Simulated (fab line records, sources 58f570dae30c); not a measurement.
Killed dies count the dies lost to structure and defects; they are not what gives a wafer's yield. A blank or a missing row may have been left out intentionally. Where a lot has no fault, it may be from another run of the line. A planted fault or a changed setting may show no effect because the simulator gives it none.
Tool commonality check    flow berkeley_cmos170    Sampled: 14 lots, 42 wafers

## THE REASON FOR OPENING IT
2 of 14 lots carry a flag on the reading SPACER_TEOS_THK at UCB170_SPACER_THK_MEAS_01. No-fault wafers: 376 nm, standard deviation 4.
Rule: flag the lot when none of its wafers has a number, or when each of its wafers that has one lies beyond 4 standard deviations from that mean. The other lots count as sound.

lot   measured      on             SPACER_TEOS_THK (nm), wafer by wafer  flag
L369  day 6 22:58   film_metro-03  374 375 374                           
L370  day 7 07:53   film_metro-04  372 380 382                           
L371  day 8 13:37   film_metro-04  370 381 378                           
L373  day 8 14:07   film_metro-04  369 370 379                           
L372  day 8 14:51   film_metro-04  373 376 375                           
L375  day 8 23:13   film_metro-03  374 371 377                           
L376  day 8 23:56   film_metro-03  369 374 374                           
L374  day 9 00:07   film_metro-03  376 381 377                           
L379  day 10 00:12  film_metro-03  350 346 358                           FLAGGED
L380  day 10 00:48  film_metro-03  372 371 377                           
L382  day 10 01:07  film_metro-03  347 349 355                           FLAGGED
L381  day 10 01:33  film_metro-04  378 373 378                           
L387  day 11 08:25  film_metro-03  371 378 384                           
L389  day 11 15:38  film_metro-03  375 377 379                           
The numbers of the flagged lots are 351 nm on average: -25 nm against the usual, or -6 standard deviations.

## TOOL THAT RAN EACH LOT
Before the reading, the record contains 2 process steps out of a 331-step route. Each cell gives the tool, then ch followed by the chambers the sampled wafers passed through, then the start.
lot   flag     UCB170_PFIELD_STRIP_08               UCB170_SPACER_CVD_00
L369           plasma_asher-04 ch 0,1, day 4 08:37  pecvd-02 ch 0,1,2, day 6 22:55
L370           plasma_asher-03 ch 0,1, day 4 21:44  pecvd-04 ch 0,1,2, day 7 07:49
L371           plasma_asher-01 ch 0,1, day 5 14:50  pecvd-04 ch 1,2, day 8 13:34
L373           plasma_asher-04 ch 0,1, day 5 15:10  pecvd-03 ch 0,2, day 8 14:04
L372           plasma_asher-01 ch 0, day 5 15:50    pecvd-02 ch 0,2, day 8 14:48
L375           plasma_asher-03 ch 0,1, day 6 04:34  pecvd-04 ch 0,1,2, day 8 23:09
L376           plasma_asher-04 ch 0,1, day 6 04:32  pecvd-03 ch 1,2, day 8 23:53
L374           plasma_asher-01 ch 0,1, day 6 04:41  pecvd-02 ch 0,1, day 9 00:03
L379  FLAGGED  plasma_asher-03 ch 0,1, day 7 06:37  pecvd-04 ch 0,1, day 10 00:10
L380           plasma_asher-01 ch 0,1, day 7 18:06  pecvd-02 ch 1,2, day 10 00:45
L382  FLAGGED  plasma_asher-04 ch 0,1, day 7 17:44  pecvd-04 ch 0,1,2, day 10 01:04
L381           plasma_asher-01 ch 1, day 7 17:23    pecvd-03 ch 0,1, day 10 01:28
L387           plasma_asher-04 ch 0,1, day 8 21:01  pecvd-02 ch 0,1, day 11 08:21
L389           plasma_asher-01 ch 0,1, day 9 04:16  pecvd-02 ch 0,2, day 11 15:35
These steps, and what they do:
- UCB170_PFIELD_STRIP_08: strips in O2.
- UCB170_SPACER_CVD_00: deposits SiO2 from TEOS/O2, target thk 376 nm, time 47 s.
- UCB170_SPACER_THK_MEAS_01

## FLAGGED OVER TOTAL, TOOL BY TOOL (the gauges that took the reading come last)
step                       tool             lots run  flagged  share of the flagged lots  sound lots run after its first flagged lot
UCB170_PFIELD_STRIP_08     plasma_asher-01  6         0        none                       -
UCB170_PFIELD_STRIP_08     plasma_asher-03  3         1        some                       0
UCB170_PFIELD_STRIP_08     plasma_asher-04  5         1        some                       1 (L387)
UCB170_SPACER_CVD_00       pecvd-02         6         0        none                       -
UCB170_SPACER_CVD_00       pecvd-03         3         0        none                       -
UCB170_SPACER_CVD_00       pecvd-04         5         2        all                        0
UCB170_SPACER_THK_MEAS_01  film_metro-03    9         2        all                        3 (L380,L387,L389)
UCB170_SPACER_THK_MEAS_01  film_metro-04    5         0        none                       -

## WHAT THE TABLE PERMITS
In 2 table rows, all flagged lots were run: pecvd-04 (UCB170_SPACER_CVD_00), film_metro-03 (UCB170_SPACER_THK_MEAS_01).
- pecvd-04 at UCB170_SPACER_CVD_00: 2 of its 5 lots flagged. It ran its last sound lot, L375, at day 8 23:09 and its first flagged lot, L379, at day 10 00:10: a fault with its onset between the two fits.
- film_metro-03 at UCB170_SPACER_THK_MEAS_01: 2 of its 9 lots flagged. Sound lots followed the first flagged one (L380, L387, L389) on it, something a lasting fault affecting the whole tool could not allow.
pecvd-04 at UCB170_SPACER_CVD_00 is the single tool remaining.

## WHAT WAS PUT IN BY THE SIMULATOR
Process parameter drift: pecvd-04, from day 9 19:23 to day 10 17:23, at UCB170_SPACER_CVD_00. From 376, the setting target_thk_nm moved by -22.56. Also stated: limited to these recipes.
Shown lots that were struck: L379, L382. The rule above reached the same finding.
